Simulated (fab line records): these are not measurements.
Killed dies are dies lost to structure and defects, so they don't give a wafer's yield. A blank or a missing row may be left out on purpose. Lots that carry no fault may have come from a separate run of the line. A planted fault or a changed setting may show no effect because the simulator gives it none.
fab line records ; flow berkeley-cmos170
[record] lots = 14; wafers = 42; last-day = 12
route steps=331 shown NWELL@19 PVT@123 V1@270
lots untouched by any fault: they come from a run of this same line in which no faults occurred
start-h: start of the lot's first displayed wafer, in hours after the record's first day ; wait-h: how many hours have passed since the lot's step before this one ; " the same as in the row above ; L1.1+2: one row covering several wafers at once ; - no value, or no start was given ; * or withheld: withheld ; < > ~ a bound
route shown NAME@n: a module of which the file shows steps, and the number in the route of the first ; usual: mean and standard deviation over wafers with no fault ; same: alike in all rows ; chamber/n: place in a boat ; sites: each site's reading ; _std_site: the standard deviation of these ; _edge_site: inner sites' mean taken away from outer sites' mean ; radius-mm: for every site, how far away it sits from the centre of the wafer ; mask NAME#n: copy n ; behind: the last tool/chamber to shape the wafer ; hold: cause of the lot's hold/its duration in hours/its outcome ; device: which transistor (n, p or np) failed to switch ; end of line: tests of these same wafers at the route's end ; a step with no rows: only its recipe ; killed: dies lost to structure and defects at the first sort, not the wafer's yield ; map: per-die view of a wafer (x killed, . not killed, _ where there is no die)
set.NAME: the setting as run; set.NAME@STEP: as run at that earlier step ; model.NAME: the simulator's own value behind a step, which no gauge read
the route's steps for a sample of lots (tables are steps, rows are wafers)
services: the hour from which a tool's chamber was out of use, counted from the record's first day as start-h (under 0 if before that day), plus the number of hours and why
[[steps]]
[step UCB170_NWELL_THK_MEAS_05]
[recipe] reads = Si3N4_of_NWELL_CVD_04
[usual] NWELL_NITRIDE_THK = 225.7/2.1
lot.wafer;tool;chamber;start-h;wait-h;NWELL_NITRIDE_THK[nm]
L958.1;film-metro-03;-;33.11;0.0;224.0
L958.5;film-metro-03;-;33.11;0.0;222.6
L958.6;film-metro-03;-;33.11;0.0;225.5
L959.2;film-metro-02;-;39.38;0.0;226.6
L959.4;film-metro-02;-;39.38;0.0;225.6
L959.5;film-metro-02;-;39.38;0.0;227.4
L960.1;film-metro-02;-;48.44;0.0;228.1
L960.2;film-metro-02;-;48.44;0.0;227.2
L960.6;film-metro-02;-;48.44;0.0;228.0
L961.2;film-metro-03;-;48.45;0.0;226.0
L961.3;film-metro-03;-;48.45;0.0;226.7
L961.4;film-metro-03;-;48.45;0.0;225.1
L963.2;film-metro-04;-;55.84;0.0;226.4
L963.3;film-metro-04;-;55.84;0.0;225.3
L963.4;film-metro-04;-;55.84;0.0;223.9
L964.2;film-metro-03;-;60.68;0.0;223.4
L964.3;film-metro-03;-;60.68;0.0;223.2
L964.4;film-metro-03;-;60.68;0.0;224.4
L966.2;film-metro-04;-;68.34;0.0;226.1
L966.4;film-metro-04;-;68.34;0.0;225.4
L966.5;film-metro-04;-;68.34;0.0;224.7
L969.1;film-metro-04;-;85.12;0.0;226.9
L969.4;film-metro-04;-;85.12;0.0;226.0
L969.5;film-metro-04;-;85.12;0.0;226.0
L970.1;film-metro-03;-;92.61;0.0;226.6
L970.5;film-metro-03;-;92.61;0.0;226.3
L970.6;film-metro-03;-;92.61;0.0;226.2
L971.1;film-metro-04;-;92.61;0.0;223.9
L971.2;film-metro-04;-;92.61;0.0;225.3
L971.5;film-metro-04;-;92.61;0.0;225.5
L973.1;film-metro-02;-;106.36;0.0;226.7
L973.2;film-metro-02;-;106.36;0.0;224.8
L973.3;film-metro-02;-;106.36;0.0;225.8
L977.1;film-metro-04;-;126.46;0.0;223.0
L977.3;film-metro-04;-;126.46;0.0;222.7
L977.5;film-metro-04;-;126.46;0.0;222.3
L978.1;film-metro-04;-;129.80;0.0;230.2
L978.3;film-metro-04;-;129.80;0.0;230.4
L978.6;film-metro-04;-;129.80;0.0;231.0
L981.1;film-metro-02;-;146.76;0.0;229.5
L981.2;film-metro-02;-;146.76;0.0;229.0
L981.4;film-metro-02;-;146.76;0.0;228.0
[step UCB170_NWELL_PEB_10]
[recipe] peb-temp-c = 130; peb-time-s = withheld; resist = KrF
[usual] chill-plate-temp-C = 23.00/0.11; exhaust-pa = 45.1/0.86
lot.wafer;tool;chamber;start-h;wait-h;chill-plate-temp-C;exhaust-pa
L958.1;litho-track-01;0;34.07;0.3;22.97;45.6
L958.5;litho-track-01;0;34.07;0.3;22.90;45.6
L958.6;litho-track-01;0;34.07;0.3;22.87;44.7
L959.2;litho-track-02;0;40.14;0.1;23.10;47.3
L959.4;litho-track-02;0;40.14;0.1;23.04;45.6
L959.5;litho-track-02;0;40.14;0.1;23.11;46.3
L960.1;litho-track-02;0;49.07;0.1;23.02;45.8
L960.2;litho-track-02;0;49.07;0.1;22.97;46.7
L960.6;litho-track-02;0;49.07;0.1;22.99;45.2
L961.2;litho-track-03;0;49.34;0.1;22.88;45.4
L961.3;litho-track-03;0;49.34;0.1;22.94;45.3
L961.4;litho-track-03;0;49.34;0.1;23.00;44.6
L963.2;litho-track-03;0;57.19;0.5;23.18;45.5
L963.3;litho-track-03;0;57.19;0.5;23.13;45.6
L963.4;litho-track-03;0;57.19;0.5;23.19;46.4
L964.2;litho-track-01;0;62.10;0.2;22.94;44.8
L964.3;litho-track-01;0;62.10;0.2;22.80;45.9
L964.4;litho-track-01;0;62.10;0.2;23.00;45.6
L966.2;litho-track-01;0;69.33;0.3;22.88;45.4
L966.4;litho-track-01;0;69.33;0.3;22.92;46.8
L966.5;litho-track-01;0;69.33;0.3;22.94;45.7
L969.1;litho-track-01;0;86.11;0.4;22.92;45.0
L969.4;litho-track-01;0;86.11;0.4;22.87;45.0
L969.5;litho-track-01;0;86.11;0.4;22.85;44.9
L970.1;litho-track-03;0;93.79;0.3;23.07;45.8
L970.5;litho-track-03;0;93.79;0.3;22.88;45.7
L970.6;litho-track-03;0;93.79;0.3;22.88;45.1
L971.1;litho-track-03;0;94.06;0.3;22.79;46.1
L971.2;litho-track-03;0;94.06;0.3;22.79;46.1
L971.5;litho-track-03;0;94.06;0.3;22.74;45.8
L973.1;litho-track-02;0;106.99;0.1;22.97;45.3
L973.2;litho-track-02;0;106.99;0.1;22.93;45.1
L973.3;litho-track-02;0;106.99;0.1;22.94;46.3
L977.1;litho-track-01;-;128.49;0.9;-;-
L977.3;litho-track-01;-;128.49;0.9;-;-
L977.5;litho-track-01;-;128.49;0.9;-;-
L978.1;litho-track-03;-;131.93;0.8;-;-
L978.3;litho-track-03;-;131.93;0.8;-;-
L978.6;litho-track-03;-;131.93;0.8;-;-
L981.1;litho-track-01;0;148.12;0.3;23.08;43.7
L981.2;litho-track-01;0;148.12;0.3;23.02;46.2
L981.4;litho-track-01;0;148.12;0.3;23.02;44.3
[step UCB170_PVT_STRIP_08]
[recipe] chemistry = O2; power-w = 400; pressure-mtorr = 3500; platen-temp-c = withheld; o2-flow-sccm = 400; overash-fraction = 0.5
[usual] drypump-motor-current-A = 5.5/0.51; o2-flow-sccm = 400.0/1.3; oes-product-au = 0.734/0.0043; strip-time-to-endpoint-s = 21.66/0.072
lot.wafer;tool;chamber;start-h;wait-h;drypump-motor-current-A;o2-flow-sccm;oes-product-au;rf-hours-counter-h;strip-time-to-endpoint-s
L958.1;plasma-asher-02;0;116.69;0.1;5.1;397.9;0.727;43;21.80
L958.5;plasma-asher-02;1;116.69;0.1;6.1;399.7;0.736;-;21.77
L958.6;plasma-asher-02;0;116.69;0.1;5.1;397.9;0.736;-;21.77
L959.2;plasma-asher-03;1;130.77;0.1;4.9;398.2;0.733;40;21.59
L959.4;plasma-asher-03;0;130.77;0.1;5.7;400.4;0.730;-;21.64
L959.5;plasma-asher-03;0;130.77;0.1;5.6;400.4;0.733;-;21.61
L960.1;plasma-asher-04;1;131.84;0.1;6.4;400.2;0.737;35;21.58
L960.2;plasma-asher-04;0;131.84;0.1;5.3;401.2;0.737;35;21.68
L960.6;plasma-asher-04;1;131.84;0.1;6.4;400.4;0.731;-;21.58
L961.2;plasma-asher-04;1;132.11;0.1;6.3;399.3;0.737;35;21.53
L961.3;plasma-asher-04;1;132.11;0.1;6.3;400.2;0.734;-;21.61
L961.4;plasma-asher-04;0;132.11;0.1;5.3;399.6;0.737;-;21.57
L964.2;plasma-asher-03;1;139.52;0.1;4.9;398.5;0.737;40;21.59
L964.3;plasma-asher-03;1;139.52;0.1;4.9;398.9;0.737;-;21.63
L964.4;plasma-asher-03;0;139.52;0.1;5.7;399.1;0.737;-;21.60
L963.2;plasma-asher-03;0;139.79;0.1;5.7;400.1;0.737;41;21.66
L963.3;plasma-asher-03;1;139.79;0.1;4.9;399.4;0.736;-;21.67
L963.4;plasma-asher-03;0;139.79;0.1;5.6;400.6;0.729;-;21.70
L966.2;plasma-asher-03;0;156.08;0.1;5.6;401.1;0.738;43;21.63
L966.4;plasma-asher-03;0;156.08;0.1;5.6;401.6;0.734;-;21.59
L966.5;plasma-asher-03;1;156.08;0.1;4.9;400.9;0.742;-;21.60
L969.1;plasma-asher-04;1;163.44;0.1;6.4;399.1;0.733;39;21.61
L969.4;plasma-asher-04;1;163.44;0.1;6.3;400.8;0.733;-;21.59
L969.5;plasma-asher-04;1;163.44;0.1;6.4;399.3;0.738;-;21.56
L970.1;plasma-asher-03;0;174.83;0.1;5.6;401.2;0.736;45;21.73
L970.5;plasma-asher-03;0;174.83;0.1;5.7;400.2;0.732;-;21.68
L970.6;plasma-asher-03;1;174.83;0.1;4.9;401.1;0.731;-;21.72
L971.1;plasma-asher-02;1;175.52;0.1;6.1;396.3;0.735;50;21.63
L971.2;plasma-asher-02;0;175.52;0.1;5.1;401.6;0.727;50;21.69
L971.5;plasma-asher-02;1;175.52;0.1;6.1;399.1;0.741;-;21.66
L973.1;plasma-asher-02;1;181.57;0.1;6.1;398.9;0.742;51;21.71
L973.2;plasma-asher-02;0;181.57;0.1;5.1;399.6;0.728;51;21.68
L973.3;plasma-asher-02;1;181.57;0.1;6.1;401.2;0.733;-;21.71
L981.1;plasma-asher-04;1;230.06;0.1;6.4;401.7;0.736;47;21.71
L981.2;plasma-asher-04;0;230.06;0.1;5.3;401.2;0.737;47;21.64
L981.4;plasma-asher-04;1;230.06;0.1;6.4;400.5;0.727;-;21.65
[step UCB170_V1_CD_MEAS_90]
[recipe] target-cd-nm = 700
[usual] cd-nm = 699.7/1.6
lot.wafer;tool;chamber;start-h;wait-h;cd-nm
L958.1;cd-sem-01;-;164.14;0.1;703.3
L958.5;cd-sem-01;-;164.14;0.1;702.0
L958.6;cd-sem-01;-;164.14;0.1;700.6
L959.2;cd-sem-02;-;173.32;0.1;697.4
L959.4;cd-sem-02;-;173.32;0.1;698.2
L959.5;cd-sem-02;-;173.32;0.1;698.7
L960.1;cd-sem-02;-;173.47;0.1;701.4
L960.2;cd-sem-02;-;173.47;0.1;700.7
L960.6;cd-sem-02;-;173.47;0.1;702.0
L961.2;cd-sem-01;-;173.60;0.1;698.8
L961.3;cd-sem-01;-;173.60;0.1;697.5
L961.4;cd-sem-01;-;173.60;0.1;698.4
L963.2;cd-sem-01;-;179.46;0.1;697.2
L963.3;cd-sem-01;-;179.46;0.1;698.8
L963.4;cd-sem-01;-;179.46;0.1;698.0
L964.2;cd-sem-02;-;185.46;0.1;703.0
L964.3;cd-sem-02;-;185.46;0.1;700.3
L964.4;cd-sem-02;-;185.46;0.1;703.0
L966.2;cd-sem-01;-;197.24;0.1;698.9
L966.4;cd-sem-01;-;197.24;0.1;700.9
L966.5;cd-sem-01;-;197.24;0.1;699.0
L969.1;cd-sem-02;-;206.03;0.1;701.8
L969.4;cd-sem-02;-;206.03;0.1;702.9
L969.5;cd-sem-02;-;206.03;0.1;703.1
L971.1;cd-sem-01;-;218.75;0.1;699.0
L971.2;cd-sem-01;-;218.75;0.1;700.2
L971.5;cd-sem-01;-;218.75;0.1;698.1
L970.1;cd-sem-01;-;218.99;0.1;698.6
L970.5;cd-sem-01;-;218.99;0.1;700.1
L970.6;cd-sem-01;-;218.99;0.1;697.9
L973.1;cd-sem-01;-;220.26;0.1;699.5
L973.2;cd-sem-01;-;220.26;0.1;699.0
L973.3;cd-sem-01;-;220.26;0.1;699.5
L981.1;cd-sem-02;-;271.88;0.1;699.9
L981.2;cd-sem-02;-;271.88;0.1;698.9
L981.4;cd-sem-02;-;271.88;0.1;699.3
[[services]]
tool;chamber;start-h;hours;kind
plasma-asher-03;-;199.62;1.3;repair
plasma-asher-03;-;227.13;12.4;repair
[[key]]
[first-sign] step = UCB170_NWELL_PEB_10; reading = tool-record; direction = missing
effect none on later readings
met-at UCB170_NWELL_PEB_10
struck-lots L977,L978
later-rows-left-out L977.1,L977.3,L977.5,L978.1,L978.3,L978.6
sort-left-out L977.1,L977.3,L977.5,L978.1,L978.3,L978.6
tester-left-out L977,L978
not-acting-at UCB170_NWELL_THK_MEAS_05,UCB170_PVT_STRIP_08,UCB170_V1_CD_MEAS_90
onset-between 94.06 128.49
[fault] kind = skipped-step-whole; tool = litho-track-01,litho-track-03; chamber = -; onset-h = 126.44; steps = UCB170_NWELL_PEB_10; scope = struck-lots-only
// tester-left-out: of these lots the tester's yield and bins aren't shown, on N5 and GAA mostly nor the transistor test; their killed dies are dies lost to structure and defects alone, not to doping, threshold or leakage, so they don't give the yield
// sort-left-out: the simulated sort isn't trusted on such a fault, so these wafers' sort isn't shown, and their yield isn't known
// later-rows-left-out: the simulator's readings of these wafers behind a module that went badly wrong aren't trusted and aren't shown, but for the sort
